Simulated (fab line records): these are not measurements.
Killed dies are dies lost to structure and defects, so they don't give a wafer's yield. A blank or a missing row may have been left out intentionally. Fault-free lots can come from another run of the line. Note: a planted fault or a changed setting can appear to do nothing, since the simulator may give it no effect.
fab line records	flow ritCmos
[record] lots = 14	wafers = 42	lastDay = 7
route steps=202 shown GATE@81 M1@202
lots untouched by any fault: they come from a run of this same line in which no faults occurred
startH: the number of hours between the record's first day and the start of the first shown wafer of the lot	waitH: hours since the lot's step before	" the same as in the row above	L1.1+2: a single row standing in for several wafers	- no value present, or no start provided	* or withheld: withheld	< > ~ a bound
route shown NAME@n: a module of which the file shows steps, and the number in the route of the first	usual: the fault-free wafers' mean and standard deviation	same: alike in all rows	chamber/n: place in a boat	sites: the reading at each site	_std_site: their standard deviation	_edge_site: mean of outer sites minus mean of inner sites	radiusMm: for every site, how far away it sits from the centre of the wafer	mask NAME#n: copy n	behind: the most recent tool/chamber to have shaped the wafer	hold: the reason the lot was held/the length of the hold in hours/how it ended	device: transistor that didn't switch, given as n, p or np	end of line: tests run on the same wafers once the route is complete	a step without rows: its recipe alone	killed: dies lost to structure and defects at the first sort, not the wafer's yield	map: dies across one wafer; x = killed, . = not, _ = none there
set.NAME: the setting as run; set.NAME@STEP: as run at that earlier step	model.NAME: the simulator's own value behind a step, which no gauge read
steps of the route over a sample of lots; a table a step, a row a wafer
services: a tool's chamber out of use, with start hour (startH, from the record's first day; less than 0 if before it), hours out, and reason
[[steps]]
[step RIT_GATE_OXIDATION_05]
[recipe] tempC = 900	ambient = O2	targetThkA = 30	oxTimeS = 270
lot.wafer	tool	chamber	startH	waitH
L233.3+4+6	furnace-04	0	33.29	0.0
L234.1+4+5	furnace-03	0	37.80	0.1
L235.3+5+6	furnace-02	0	41.53	0.0
L236.1+2+5	furnace-03	0	46.91	0.1
L238.1+2+3	furnace-03	0	59.85	0.9
L240.1+2+4	furnace-04	0	67.40	0.1
L242.1+2+5	furnace-03	0	77.58	0.3
L244.2+4+6	furnace-03	0	89.87	1.3
L245.1+2+5	furnace-02	0	93.59	0.1
L248.3+5+6	furnace-04	0	108.89	0.0
L250.3+4+6	furnace-04	0	118.84	0.0
L254.2+3+4	furnace-04	0	138.31	0.8
L255.2+5+6	furnace-04	0	142.42	0.0
L256.2+4+6	furnace-04	0	148.10	0.0
[step RIT_M1_PROBE_99]
[usual] killedAtContacts = 0.1/0.36	killedAtFrontEnd = 7.2/2.9	killedDies = 7.4/2.9	killedOnRim = 2.0/1.5	killedOpen = 3.8/2	killedShort = 3.5/2
[same] grossDies = 264	killed_at_M0_to_M3 = 0	killed_at_M4_up = 0	killedAtBackSide = 0	killedAtOther = 0
lot.wafer	tool	chamber	startH	waitH	killedAtContacts	killedAtFrontEnd	killedDies	killedOnRim	killedOpen	killedShort
L235.3	prober-02	-	66.43	0.2	0	3	3	1	1	2
L235.5	prober-02	-	66.53	0.2	0	11	11	1	6	5
L235.6	prober-02	-	66.58	0.2	0	2	2	2	1	1
L236.1	prober-01	-	71.90	0.1	0	11	11	3	5	6
L236.2	prober-01	-	71.95	0.1	0	10	10	4	6	4
L236.5	prober-01	-	72.10	0.2	0	9	9	4	7	2
L242.1	prober-01	-	101.94	0.1	0	89	89	23	2	7
L242.2	prober-01	-	101.99	0.1	1	86	87	26	4	4
L242.5	prober-01	-	102.14	0.2	0	89	89	24	6	2
L244.2	prober-02	-	118.29	0.1	0	83	83	19	1	6
L244.4	prober-02	-	118.39	0.2	0	85	85	21	4	2
L244.6	prober-02	-	118.49	0.2	0	72	72	21	4	5
// killed by level:class
L235.3 GATE:geometricParticle:open=1 GATE:geometricParticle:short=1 SPACER:geometricParticle:short=1
L235.5 GATE:geometricParticle:short=3 GATE:geometricParticle:open=2 SPACER:geometricParticle:open=2 FOX1:geometricParticle:short=1 FOX2:geometricParticle:short=1 FOX2:geometricParticle:open=1 REOX:geometricParticle:open=1
L235.6 GATE:geometricParticle:short=1 SILICIDE:geometricParticle:open=1
L236.1 GATE:geometricParticle:open=2 SPACER:geometricParticle:open=2 SILICIDE:geometricParticle:short=2 FOX1:geometricParticle:short=1 FOX2:geometricParticle:short=1 GATE:geometricParticle:short=1 SPACER:geometricParticle:short=1 SILICIDE:geometricParticle:open=1
L236.2 SPACER:geometricParticle:open=2 SPACER:geometricParticle:short=2 SILICIDE:geometricParticle:open=2 GATE:geometricParticle:open=1 GATE:geometricParticle:short=1 REOX:geometricParticle:open=1 SILICIDE:geometricParticle:short=1
L236.5 SPACER:geometricParticle:open=3 FOX1:geometricParticle:open=1 GATE:geometricParticle:open=1 GATE:geometricParticle:short=1 REOX:geometricParticle:short=1 REOX:geometricParticle:open=1 SILICIDE:geometricParticle:open=1
L242.1 GATE:unspecified=80 SPACER:geometricParticle:short=3 ACTIVE:geometricParticle:short=1 FOX1:geometricParticle:short=1 GATE:geometricParticle:open=1 GATE:geometricParticle:short=1 REOX:geometricParticle:short=1 SPACER:geometricParticle:open=1
L242.2 GATE:unspecified=79 GATE:geometricParticle:open=3 FOX1:geometricParticle:short=1 GATE:geometricParticle:short=1 REOX:geometricParticle:short=1 SILICIDE:geometricParticle:open=1 CONTACT:geometricParticle:short=1
L242.5 GATE:unspecified=81 GATE:geometricParticle:open=2 GATE:geometricParticle:short=2 REOX:geometricParticle:open=2 FOX2:geometricParticle:open=1 SPACER:geometricParticle:open=1
L244.2 GATE:unspecified=76 GATE:geometricParticle:short=2 SILICIDE:geometricParticle:short=2 FOX1:geometricParticle:short=1 GATE:geometricParticle:open=1 SPACER:geometricParticle:short=1
L244.4 GATE:unspecified=79 FOX1:geometricParticle:short=1 FOX1:geometricParticle:open=1 GATE:geometricParticle:short=1 GATE:geometricParticle:open=1 REOX:geometricParticle:open=1 SPACER:geometricParticle:open=1
L244.6 GATE:unspecified=63 GATE:geometricParticle:short=3 FOX2:geometricParticle:open=1 FOX2:geometricParticle:short=1 GATE:geometricParticle:open=1 REOX:geometricParticle:open=1 SPACER:geometricParticle:short=1 SPACER:geometricParticle:open=1
[[services]]
tool	chamber	startH	hours	kind
furnace-03	-	54.61	3.2	pm
furnace-04	-	68.48	2.6	pm
[[key]]
[firstSign] step = RIT_M1_PROBE_99	reading = killedAtFrontEnd	direction = up	sigmas = 26	usual = 7.2	struck = 84
[effect] step = RIT_M1_PROBE_99	reading = killedDies	direction = up	sigmas = 26	usual = 7.4	struck = 84.2
metAt RIT_GATE_OXIDATION_05
struckLots L242,L244
testerLeftOut L242,L244
onsetBetween 59.85 77.58
[fault] kind = chamberParticleSource	tool = furnace-03	chamber = -	onsetH = 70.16	steps = RIT_GATE_OXIDATION_05	ratePerVisitCm2 = 0.62644	endH = 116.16
// testerLeftOut: of these lots the tester's yield and bins aren't shown, on N5 and GAA mostly nor the transistor test; their killed dies are dies lost to structure and defects alone, not to doping, threshold or leakage, so they don't give the yield
